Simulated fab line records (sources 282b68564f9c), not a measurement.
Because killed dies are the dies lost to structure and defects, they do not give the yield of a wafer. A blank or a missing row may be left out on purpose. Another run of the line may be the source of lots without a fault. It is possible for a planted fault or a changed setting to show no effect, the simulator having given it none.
The tool behind it: which one? :: flow rit cmos :: 21 wafers from 7 lots sampled at 2 of the route's 202 steps

== WHAT THE GAUGES READ, wafer by wafer ==
RIT_ACTIVE_CD_MEAS_90: the cd target is 1400 nm.
lot: L478
measured: day 2 01:06
on: cd sem-02
cd nm (nm): 1399.5 1398.1 1398.6

lot: L480
measured: day 2 11:08
on: cd sem-01
cd nm (nm): 1401.5 1400.4 1401.1

lot: L485
measured: day 3 12:08
on: cd sem-02
cd nm (nm): - - -

lot: L491
measured: day 4 18:40
on: cd sem-02
cd nm (nm): 1397.4 1402.1 1399.6

lot: L494
measured: day 5 09:02
on: cd sem-01
cd nm (nm): 1401.5 1401.5 1402.1

lot: L497
measured: day 6 00:02
on: cd sem-02
cd nm (nm): 1402.2 1401.5 1399.7

lot: L499
measured: day 6 10:08
on: cd sem-02
cd nm (nm): 1402.3 1402.2 1403.7

== TOOL THAT RAN EACH LOT (tool first, then ch and the chambers of the sampled wafers, then the start) ==
lot: L478
RIT_ACTIVE_ETCH_13: rie diel-04 ch 3, day 2 00:43

lot: L480
RIT_ACTIVE_ETCH_13: rie diel-03 ch 0,1, day 2 10:50

lot: L485
RIT_ACTIVE_ETCH_13: rie diel-02 ch 0,3, day 3 11:50

lot: L491
RIT_ACTIVE_ETCH_13: rie diel-04 ch 0,1, day 4 18:21

lot: L494
RIT_ACTIVE_ETCH_13: rie diel-02 ch 0,1, day 5 08:43

lot: L497
RIT_ACTIVE_ETCH_13: rie diel-02 ch 1,2, day 5 23:43

lot: L499
RIT_ACTIVE_ETCH_13: rie diel-03 ch 0,1,2, day 6 09:50
- RIT_ACTIVE_ETCH_13: etches Si3N4 in SF6, stops on SiO2, time 210 s, target depth 210 nm.

== THE ANSWER, worked out from the rows above alone ==
Rule: the lots themselves supply what counts as usual. The widest of any qualifying gaps counts: lots, ordered by their means at a reading, are off when they make up no more than a third of the lots, leave a main group of 4 or more, and stand apart from it by 3 or more times the standard deviation of that group's means. A main group whose means are all the same, to the digits that the tables above print for the reading, isn't used. A lot without any number at a reading at which 4 lots or more have one is off too. Where the step has rows for the other lots, those lots are counted as sound.
Off: L485, at RIT_ACTIVE_CD_MEAS_90 (cd nm). Without a number there: L485. Mean 1400.8 nm and standard deviation 1.3 in the main group.
A tool fits if, at a process step before that reading, it ran every lot that is off, and no sound lot after the first of them. The gauges at RIT_ACTIVE_CD_MEAS_90 are tried like those tools. Not one of the candidates tried fits.

== WHAT WAS PUT IN BY THE SIMULATOR ==
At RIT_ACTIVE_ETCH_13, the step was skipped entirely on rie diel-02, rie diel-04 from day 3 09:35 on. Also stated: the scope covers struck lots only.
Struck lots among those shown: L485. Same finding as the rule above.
